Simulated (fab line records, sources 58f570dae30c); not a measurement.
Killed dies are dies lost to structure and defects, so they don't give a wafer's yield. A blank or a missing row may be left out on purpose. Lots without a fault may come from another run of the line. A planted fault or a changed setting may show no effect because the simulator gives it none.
fab line records | flow berkeley_cmos170
record lots=5 wafers=23
route steps=331 shown PWELL@36 ACTIVE@62 PFIELD@80 FIELD@90 PVT@122 NLDD@159 PSD@178 NSD@191
start_h: hours from the record's first day to the start of the lot's first wafer shown | wait_h: hours since the lot's step before | " the same as in the row above | L1.1+2: a row that stands for several wafers | - no value, or no start given | * or withheld: withheld | < > ~ a bound
route shown NAME@n: a module of which the file shows steps, and the number in the route of the first | usual: mean/standard deviation of fault-free wafers | same: alike in all rows | chamber/n: place in a boat | sites: the reading at each site | _std_site: their standard deviation | _edge_site: outer sites' mean less inner sites' | radius_mm: how far each site lies from the wafer's centre | mask NAME#n: copy n | behind: the tool/chamber that last shaped the wafer | hold: why the lot was held/for how many hours/how that ended | device: the transistor (n, p or np) that didn't switch | end of line: the same wafers' tests at the end of the route | a step without rows: its recipe alone | killed: dies lost to structure and defects at the first sort, not the wafer's yield | map: a wafer's dies, x killed, . not, _ none there
set.NAME: the setting as run; set.NAME@STEP: as run at that earlier step | model.NAME: the simulator's own value behind a step, which no gauge read
lots whose settings were changed on purpose; a table a step, a row a wafer
## steps
# step UCB170_PWELL_OXIDATION_02
# recipe temp_c=1000 ambient=O2 target_thk_a=264 ox_time_s=1260
# columns lot.wafer tool chamber start_h wait_h set.temp_c model.SiO2_of_PWELL_OXIDATION_02.thk_nm
L074.1 - - - 0.3 1017 30.75
L074.2 " - " " 1017 30.06
L074.3 " - " " 1017 30.27
L074.5 " - " " 1017 30.15
L074.6 " - " " 1017 30.55
L078.1 - - - 2.9 1023 31.43
L078.2+6 " - " " 1023 31.35
L078.3 " - " " 1023 31.42
L078.4 " - " " 1023 31.53
L079.1+6 - - - 1.1 1000 25.67
L079.2 " - " " 1000 25.76
L079.3 " - " " 1000 25.82
L079.4 " - " " 1000 25.84
L081.1 - - - 2.1 972.9 20.46
L081.2 " - " " 972.9 20
L081.3 " - " " 972.9 19.98
L081.4 " - " " 972.9 20.16
L081.6 " - " " 972.9 19.54
L082.3 furnace-03 0 77.98 2.1 1000 26.12
L082.4 " 0 " " 1000 25.75
L082.5 " 0 " " 1000 25.71
# step UCB170_PWELL_THK_MEAS_03
# recipe reads=SiO2_of_PWELL_OXIDATION_02
# usual PWELL_OXIDE_THK=26.0/0.49
# columns lot.wafer tool chamber start_h wait_h set.temp_c@PWELL_OXIDATION_02 PWELL_OXIDE_THK[nm]
L074.1 film_metro-01 - - - 1017 30.7
L074.2 " - " " 1017 30.1
L074.3 " - " " 1017 30.3
L074.5 " - " " 1017 30.2
L074.6 " - " " 1017 30.5
L078.1 film_metro-03 - - - 1023 31.5
L078.2 " - " " 1023 31.4
L078.3 " - " " 1023 31.4
L078.4 " - " " 1023 31.5
L078.6 " - " " 1023 31.4
L079.1 film_metro-04 - - - 1000 25.7
L079.2 " - " " 1000 25.8
L079.3 " - " " 1000 25.8
L079.4 " - " " 1000 25.8
L079.6 " - " " 1000 25.7
L082.3 film_metro-03 - 79.35 0.0 1000 26.1
L082.4 " - " " 1000 25.8
L082.5 " - " " 1000 25.7
L081.1 film_metro-01 - - - 972.9 20.5
L081.2 " - " " 972.9 20.0
L081.3 " - " " 972.9 20.0
L081.4 " - " " 972.9 20.2
L081.6 " - " " 972.9 19.6
# step UCB170_ACTIVE_OXIDATION_02
# recipe temp_c=1000 ambient=O2 target_thk_a=264 ox_time_s=1260
# columns lot.wafer tool chamber start_h wait_h set.ox_time_s model.SiO2_of_ACTIVE_OXIDATION_02.thk_nm
L074.1 - - - 2.3 1349 27.78
L074.2 " - " " 1349 27.41
L074.3 " - " " 1349 27.58
L074.5 " - " " 1349 27.56
L074.6 " - " " 1349 27.47
L078.1 - - - 4.1 1417 28.91
L078.2 " - " " 1417 28.84
L078.3 " - " " 1417 28.67
L078.4 " - " " 1417 28.8
L078.6 " - " " 1417 28.54
L079.1 - - - 4.1 1370 27.87
L079.2 " - " " 1370 28
L079.3 " - " " 1370 28.13
L079.4 " - " " 1370 27.72
L079.6 " - " " 1370 27.79
L081.1 - - - 3.3 1363 27.36
L081.2 " - " " 1363 27.54
L081.3 " - " " 1363 27.42
L081.4 " - " " 1363 27.96
L081.6 " - " " 1363 27.84
L082.3 furnace-01 0 111.71 3.3 1260 26.98
L082.4 " 0 " " 1260 27.06
L082.5 " 0 " " 1260 26.66
# step UCB170_PFIELD_COAT_01
# recipe resist=KrF spin_rpm=1500 resist_thk_nm=900
# columns lot.wafer tool chamber start_h wait_h set.spin_rpm model.KrF_of_PFIELD_COAT_01.thk_nm
L074.1 litho_track-01 0 75.28 0.1 1500 904.5
L074.2 " 0 " " 1500 904.2
L074.3 " 0 " " 1576 883.3
L074.5 " 0 " " 1576 884.3
L074.6 " 0 " " 1500 904.8
L079.1 litho_track-03 0 109.09 0.1 1500 899.2
L079.2 " 0 " " 1434 920.8
L079.3 " 0 " " 1500 900.2
L079.4 " 0 " " 1434 920.3
L079.6 " 0 " " 1500 903.4
L078.1 litho_track-01 0 110.06 0.1 1500 906.8
L078.2 " 0 " " 1500 904.7
L078.3 " 0 " " 1500 904
L078.4 " 0 " " 1391 940
L078.6 " 0 " " 1391 940.2
L082.3 litho_track-03 0 120.98 0.1 1500 896.6
L082.4 " 0 " " 1500 898.2
L082.5 " 0 " " 1500 896.8
L081.1 litho_track-01 0 121.02 0.1 1500 904.5
L081.2 " 0 " " 1500 902.5
L081.3 " 0 " " 1574 882.7
L081.4 " 0 " " 1574 884.4
L081.6 " 0 " " 1500 904.2
# step UCB170_PFIELD_SOFTBAKE_02
# recipe resist=KrF temp_c=130 time_s=60
# step UCB170_PFIELD_EXPOSE_03
# recipe mask_id=PFIELD na=0.5 sigma_outer=0.6 source_shape=conventional target_cd_nm=1500 dose_mj=30
# step UCB170_PFIELD_IMPLANT_07
# recipe species=B dose_cm2=1.963e+13 energy_kev=80 tilt_deg=7
# step UCB170_PFIELD_STRIP_08
# recipe chemistry=O2 power_w=400 pressure_mtorr=3500 platen_temp_c=withheld o2_flow_sccm=400 overash_fraction=0.5
# usual strip_time_to_endpoint_s=21.66/0.066
# columns lot.wafer tool chamber start_h wait_h set.spin_rpm@PFIELD_COAT_01 strip_time_to_endpoint_s
L074.1 plasma_asher-01 0 76.65 0.1 1500 21.73
L074.2 " 1 " " 1500 21.73
L074.3 " 0 " " 1576 21.22
L074.5 " 1 " " 1576 21.26
L074.6 " 0 " " 1500 21.74
L079.1 plasma_asher-01 1 110.09 0.1 1500 21.62
L079.2 " 0 " " 1434 22.14
L079.3 " 0 " " 1500 21.63
L079.4 " 1 " " 1434 22.11
L079.6 " 0 " " 1500 21.70
L078.1 plasma_asher-02 1 111.16 0.1 1500 21.79
L078.2 " 0 " " 1500 21.73
L078.3 " 0 " " 1500 21.71
L078.4 " 1 " " 1391 22.57
L078.6 " 1 " " 1391 22.59
L082.3 plasma_asher-03 1 121.97 0.1 1500 21.54
L082.4 " 0 " " 1500 21.57
L082.5 " 0 " " 1500 21.55
L081.1 plasma_asher-03 1 122.18 0.1 1500 21.72
L081.2 " 0 " " 1500 21.68
L081.3 " 1 " " 1574 21.21
L081.4 " 0 " " 1574 21.26
L081.6 " 0 " " 1500 21.73
# step UCB170_FIELD_OXIDATION_01
# recipe temp_c=1000 ambient=H2O p_h2o_torr=584.62 target_thk_a=5583 ox_time_s=7200
# columns lot.wafer tool chamber start_h wait_h set.ox_time_s model.SiO2_of_FIELD_OXIDATION_01.thk_nm
L074.1 - - - 1.7 6317 510
L074.2 " - " " 6317 500.4
L074.3 " - " " 6317 501.6
L074.5 " - " " 6317 509.4
L074.6 " - " " 6317 511.4
L078.1 - - - 0.3 7200 562.1
L078.2 " - " " 7200 580.2
L078.3 " - " " 7200 574.3
L078.4 " - " " 7200 567.9
L078.6 " - " " 7200 569.1
L079.1 - - - 2.8 7923 595.8
L079.2 " - " " 7923 590.8
L079.3 " - " " 7923 588.4
L079.4 " - " " 7923 595.2
L079.6 " - " " 7923 596.4
L081.1 - - - 1.8 7200 556.7
L081.2 " - " " 7200 556.5
L081.3 " - " " 7200 560.8
L081.4 " - " " 7200 563.5
L081.6 " - " " 7200 559.5
L082.3 furnace-01 0 125.26 1.8 7200 573.7
L082.4 " 0 " " 7200 568.9
L082.5 " 0 " " 7200 582.2
# step UCB170_FIELD_THK_MEAS_02
# recipe reads=SiO2_of_FIELD_OXIDATION_01
# usual FIELD_OXIDE_THK=557/9.8
# columns lot.wafer tool chamber start_h wait_h set.ox_time_s@FIELD_OXIDATION_01 FIELD_OXIDE_THK[nm]
L074.1 film_metro-03 - - - 6317 510
L074.2 " - " " 6317 500
L074.3 " - " " 6317 502
L074.5 " - " " 6317 510
L074.6 " - " " 6317 511
L079.1 film_metro-03 - - - 7923 596
L079.2 " - " " 7923 591
L079.3 " - " " 7923 588
L079.4 " - " " 7923 595
L079.6 " - " " 7923 596
L078.1 film_metro-04 - - - 7200 562
L078.2 " - " " 7200 580
L078.3 " - " " 7200 574
L078.4 " - " " 7200 568
L078.6 " - " " 7200 569
L081.1 film_metro-04 - - - 7200 557
L081.2 " - " " 7200 556
L081.3 " - " " 7200 560
L081.4 " - " " 7200 564
L081.6 " - " " 7200 560
L082.3 film_metro-03 - 128.28 0.0 7200 574
L082.4 " - " " 7200 569
L082.5 " - " " 7200 582
# step UCB170_PVT_IMPLANT_07
# recipe species=P dose_cm2=2e+12 energy_kev=30 tilt_deg=7
# columns lot.wafer tool chamber start_h wait_h set.dose_cm2
L074.1+5 implanter-02 0 103.02 0.0 2.145e+12
L074.2+3+6 " 0 " " 2e+12
L079.1+6 implanter-01 0 141.50 0.0 2e+12
L079.2+3+4 " 0 " " 1.96e+12
L078.1+3 implanter-02 0 141.72 0.0 2e+12
L078.2+4+6 " 0 " " 1.937e+12
L082.3+4+5 implanter-02 0 147.24 0.1 2e+12
L081.1+2+4 implanter-02 0 147.86 0.0 2.104e+12
L081.3+6 " 0 " " 2e+12
# step UCB170_PVT_STRIP_08
# recipe chemistry=O2 power_w=400 pressure_mtorr=3500 platen_temp_c=withheld o2_flow_sccm=400 overash_fraction=0.5
# usual strip_time_to_endpoint_s=21.65/0.053
# columns lot.wafer tool chamber start_h wait_h set.o2_flow_sccm strip_time_to_endpoint_s
L074.1 plasma_asher-01 0 103.17 0.1 400 21.72
L074.2 " 1 " " 428.8 21.46
L074.3 " 0 " " 400 21.67
L074.5 " 0 " " 428.8 21.54
L074.6 " 1 " " 400 21.65
L079.1 plasma_asher-01 1 141.65 0.1 400 21.62
L079.2 " 0 " " 348.3 22.06
L079.3 " 1 " " 400 21.54
L079.4 " 0 " " 400 21.61
L079.6 " 0 " " 348.3 22.01
L078.1 plasma_asher-01 1 141.87 0.1 400 21.72
L078.2 " 0 " " 380.5 21.79
L078.3 " 1 " " 400 21.72
L078.4 " 0 " " 380.5 21.88
L078.6 " 0 " " 400 21.72
L082.3 plasma_asher-02 1 147.37 0.1 400 21.64
L082.4 " 0 " " 400 21.64
L082.5 " 1 " " 400 21.66
L081.1 plasma_asher-02 1 148.01 0.1 447.4 21.28
L081.2 " 0 " " 400 21.69
L081.3 " 1 " " 447.4 21.42
L081.4 " 0 " " 400 21.66
L081.6 " 1 " " 447.4 21.31
# step UCB170_PVT_TW_MEAS_09
# usual PVT_TW=506.6/2.7
# columns lot.wafer tool chamber start_h wait_h set.dose_cm2@PVT_IMPLANT_07 PVT_TW
L074.1 film_metro-01 - 103.27 0.1 2.145e+12 511.7
L074.2 " - " " 2e+12 499.7
L074.3 " - " " 2e+12 498.6
L074.5 " - " " 2.145e+12 513.4
L074.6 " - " " 2e+12 502.7
L079.1 film_metro-01 - 141.75 0.1 2e+12 509.2
L079.2 " - " " 1.96e+12 504.9
L079.3 " - " " 1.96e+12 506.0
L079.4 " - " " 1.96e+12 504.0
L079.6 " - " " 2e+12 508.3
L078.1 film_metro-01 - 141.97 0.1 2e+12 510.2
L078.2 " - " " 1.937e+12 502.8
L078.3 " - " " 2e+12 506.7
L078.4 " - " " 1.937e+12 504.5
L078.6 " - " " 1.937e+12 502.4
L082.3 film_metro-01 - 147.46 0.1 2e+12 506.3
L082.4 " - " " 2e+12 507.4
L082.5 " - " " 2e+12 508.4
L081.1 film_metro-01 - 148.11 0.1 2.104e+12 512.9
L081.2 " - " " 2.104e+12 514.3
L081.3 " - " " 2e+12 505.5
L081.4 " - " " 2.104e+12 511.7
L081.6 " - " " 2e+12 502.1
# step UCB170_NLDD_COAT_01
# recipe resist=KrF spin_rpm=1500 resist_thk_nm=900
# columns lot.wafer tool chamber start_h wait_h set.resist_thk_nm model.KrF_of_NLDD_COAT_01.thk_nm
L074.1 litho_track-02 0 117.69 0.1 900 902.7
L074.2 " 0 " " 900 901
L074.3 " 0 " " 900 901.4
L074.5 " 0 " " 900 900.8
L074.6 " 0 " " 900 901.7
L078.1 litho_track-01 0 154.05 0.1 883.7 883.2
L078.2 " 0 " " 883.7 879.1
L078.3 " 0 " " 900 893.7
L078.4 " 0 " " 900 897.3
L078.6 " 0 " " 900 896.1
L079.1 litho_track-02 0 154.14 0.1 900 899.7
L079.2 " 0 " " 900 896.2
L079.3 " 0 " " 900 898.1
L079.4 " 0 " " 900 898.7
L079.6 " 0 " " 900 897.3
L082.3 litho_track-01 0 163.28 0.1 900 896.4
L082.4 " 0 " " 900 896.3
L082.5 " 0 " " 900 897.7
L081.1 litho_track-04 0 163.34 0.1 869.6 870.7
L081.2 " 0 " " 900 899.8
L081.3 " 0 " " 869.6 871.6
L081.4 " 0 " " 869.6 868.2
L081.6 " 0 " " 900 897.2
# step UCB170_NLDD_SOFTBAKE_02
# recipe resist=KrF temp_c=131.1 time_s=60
# step UCB170_NLDD_EXPOSE_03
# recipe mask_id=NSELECT na=0.5 sigma_outer=0.6 source_shape=conventional target_cd_nm=1200 dose_mj=30
# step UCB170_NLDD_IMPLANT_08
# recipe species=As dose_cm2=5e+13 energy_kev=30 tilt_deg=7 rotation_deg=0
# step UCB170_NLDD_IMPLANT_09
# recipe species=As dose_cm2=5e+13 energy_kev=30 tilt_deg=7 rotation_deg=180
# step UCB170_NLDD_STRIP_10
# recipe chemistry=O2 power_w=400 pressure_mtorr=3500 platen_temp_c=withheld o2_flow_sccm=400 overash_fraction=0.5
# usual strip_time_to_endpoint_s=21.57/0.062
# columns lot.wafer tool chamber start_h wait_h set.resist_thk_nm@NLDD_COAT_01 strip_time_to_endpoint_s
L074.1 plasma_asher-03 0 118.99 0.1 900 21.68
L074.2 " 1 " " 900 21.62
L074.3 " 0 " " 900 21.63
L074.5 " 1 " " 900 21.60
L074.6 " 0 " " 900 21.63
L078.1 plasma_asher-02 0 155.32 0.1 883.7 21.20
L078.2 " 1 " " 883.7 21.10
L078.3 " 1 " " 900 21.45
L078.4 " 0 " " 900 21.54
L078.6 " 0 " " 900 21.51
L079.1 plasma_asher-04 0 155.56 0.1 900 21.58
L079.2 " 1 " " 900 21.51
L079.3 " 0 " " 900 21.54
L079.4 " 1 " " 900 21.55
L079.6 " 0 " " 900 21.52
L082.3 plasma_asher-04 0 164.68 0.1 900 21.51
L082.4 " 1 " " 900 21.50
L082.5 " 0 " " 900 21.54
L081.1 plasma_asher-02 1 164.92 0.1 869.6 20.88
L081.2 " 0 " " 900 21.59
L081.3 " 1 " " 869.6 20.93
L081.4 " 0 " " 869.6 20.84
L081.6 " 1 " " 900 21.54
# step UCB170_PSD_EXPOSE_03
# recipe mask_id=PSELECT_MOD na=0.5 sigma_outer=0.6 source_shape=conventional target_cd_nm=1200 dose_mj=30
# columns lot.wafer tool chamber start_h wait_h mask set.dose_mj
L074.1+2+6 krf_scanner-02 0 123.03 0.1 PSELECT_MOD#0 28.04
L074.3+5 " 0 " " PSELECT_MOD#0 30
L078.1+2+3+4+6 krf_scanner-02 0 160.62 0.2 PSELECT_MOD#0 30
L079.1+2+6 krf_scanner-02 0 160.74 0.4 PSELECT_MOD#0 31.14
L079.3+4 " 0 " " PSELECT_MOD#0 30
L081.1+2 krf_scanner-02 0 169.12 0.1 PSELECT_MOD#0 31.63
L081.3+4+6 " 0 " " PSELECT_MOD#0 30
L082.3+4+5 krf_scanner-02 0 169.27 0.2 PSELECT_MOD#0 30
# step UCB170_PSD_PEB_04
# recipe peb_temp_c=130 peb_time_s=withheld resist=KrF
# step UCB170_PSD_DEVELOP_05
# recipe developer=TMAH develop_time_s=45 resist=KrF dev_temp_c=21
# step UCB170_PSD_CD_MEAS_06
# recipe target_cd_nm=1200
# usual cd_nm=1200.1/2.1
# columns lot.wafer tool chamber start_h wait_h set.dose_mj@PSD_EXPOSE_03 cd_nm
L074.1 cd_sem-01 - 123.76 - 28.04 1189.9
L074.2 " - " " 28.04 1189.4
L074.3 " - " " 30 1202.3
L074.5 " - " " 30 1200.7
L074.6 " - " " 28.04 1189.3
L078.1 cd_sem-02 - 161.01 - 30 1200.0
L078.2 " - " " 30 1200.7
L078.3 " - " " 30 1201.0
L078.4 " - " " 30 1200.7
L078.6 " - " " 30 1201.7
L079.1 cd_sem-01 - 161.13 - 31.14 1204.3
L079.2 " - " " 31.14 1203.3
L079.3 " - " " 30 1196.6
L079.4 " - " " 30 1196.7
L079.6 " - " " 31.14 1205.4
L081.1 cd_sem-02 - 169.90 - 31.63 1209.8
L081.2 " - " " 31.63 1209.0
L081.3 " - " " 30 1200.7
L081.4 " - " " 30 1201.3
L081.6 " - " " 30 1200.9
L082.3 cd_sem-01 - 170.22 - 30 1204.6
L082.4 " - " " 30 1203.0
L082.5 " - " " 30 1203.1
# step UCB170_NSD_PEB_04
# recipe peb_temp_c=130 peb_time_s=withheld resist=KrF
# columns lot.wafer tool chamber start_h wait_h set.peb_temp_c
L074.1+2+3 litho_track-01 0 125.36 0.4 131.6
L074.5+6 " 0 " " 130
L078.1+2+3+4+6 litho_track-01 0 162.81 0.2 130
L079.1+3+6 litho_track-03 0 162.96 0.1 130
L079.2+4 " 0 " " 132
L081.1+6 litho_track-04 0 171.48 0.3 127.3
L081.2+3+4 " 0 " " 130
L082.3+4+5 litho_track-01 0 171.69 0.2 130
# step UCB170_NSD_DEVELOP_05
# recipe developer=TMAH develop_time_s=45 resist=KrF dev_temp_c=21
# step UCB170_NSD_CD_MEAS_06
# recipe target_cd_nm=1200
# usual cd_nm=1199.8/1.2
# columns lot.wafer tool chamber start_h wait_h set.peb_temp_c@NSD_PEB_04 cd_nm
L074.1 cd_sem-01 - 125.64 - 131.6 1212.5
L074.2 " - " " 131.6 1212.2
L074.3 " - " " 131.6 1211.6
L074.5 " - " " 130 1201.5
L074.6 " - " " 130 1200.8
L078.1 cd_sem-02 - 163.08 - 130 1198.9
L078.2 " - " " 130 1198.6
L078.3 " - " " 130 1199.0
L078.4 " - " " 130 1199.6
L078.6 " - " " 130 1199.9
L079.1 cd_sem-02 - 163.24 - 130 1200.2
L079.2 " - " " 132 1211.8
L079.3 " - " " 130 1198.7
L079.4 " - " " 132 1211.9
L079.6 " - " " 130 1200.3
L081.1 cd_sem-02 - 171.76 - 127.3 1177.6
L081.2 " - " " 130 1199.0
L081.3 " - " " 130 1197.9
L081.4 " - " " 130 1199.3
L081.6 " - " " 127.3 1178.3
L082.3 cd_sem-02 - 171.95 - 130 1200.2
L082.4 " - " " 130 1200.0
L082.5 " - " " 130 1200.3
## key
split step=UCB170_PWELL_OXIDATION_02 setting=temp_c stated=1000 by=lot
response step=UCB170_PWELL_OXIDATION_02 reading=model.SiO2_of_PWELL_OXIDATION_02.thk_nm change=+2.31 per=1% r=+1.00
response step=UCB170_PWELL_THK_MEAS_03 reading=PWELL_OXIDE_THK change=+2.31 per=1% r=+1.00
split step=UCB170_ACTIVE_OXIDATION_02 setting=ox_time_s stated=1260 by=lot
response step=UCB170_ACTIVE_OXIDATION_02 reading=model.SiO2_of_ACTIVE_OXIDATION_02.thk_nm change=+0.148 per=1% r=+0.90
split step=UCB170_PFIELD_COAT_01 setting=spin_rpm stated=1500 by=wafer
response step=UCB170_PFIELD_COAT_01 reading=model.KrF_of_PFIELD_COAT_01.thk_nm change=-4.46 per=1% r=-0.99
response step=UCB170_PFIELD_STRIP_08 reading=strip_time_to_endpoint_s change=* per=1% r=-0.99
split step=UCB170_FIELD_OXIDATION_01 setting=ox_time_s stated=7200 by=lot
response step=UCB170_FIELD_OXIDATION_01 reading=model.SiO2_of_FIELD_OXIDATION_01.thk_nm change=+3.96 per=1% r=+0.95
response step=UCB170_FIELD_THK_MEAS_02 reading=FIELD_OXIDE_THK change=+3.95 per=1% r=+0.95
split step=UCB170_PVT_IMPLANT_07 setting=dose_cm2 stated=2e+12 by=wafer
response step=UCB170_PVT_TW_MEAS_09 reading=PVT_TW change=+1.71 per=1% r=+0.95
split step=UCB170_PVT_STRIP_08 setting=o2_flow_sccm stated=400 by=wafer
response step=UCB170_PVT_STRIP_08 reading=strip_time_to_endpoint_s change=* per=1% r=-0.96
split step=UCB170_NLDD_COAT_01 setting=resist_thk_nm stated=900 by=wafer
response step=UCB170_NLDD_COAT_01 reading=model.KrF_of_NLDD_COAT_01.thk_nm change=+8.31 per=1% r=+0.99
response step=UCB170_NLDD_STRIP_10 reading=strip_time_to_endpoint_s change=* per=1% r=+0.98
split step=UCB170_PSD_EXPOSE_03 setting=dose_mj stated=30 by=wafer
response step=UCB170_PSD_CD_MEAS_06 reading=cd_nm change=+1.77 per=1% r=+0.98
split step=UCB170_NSD_PEB_04 setting=peb_temp_c stated=130 by=wafer
response step=UCB170_NSD_CD_MEAS_06 reading=cd_nm change=+9.18 per=1% r=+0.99
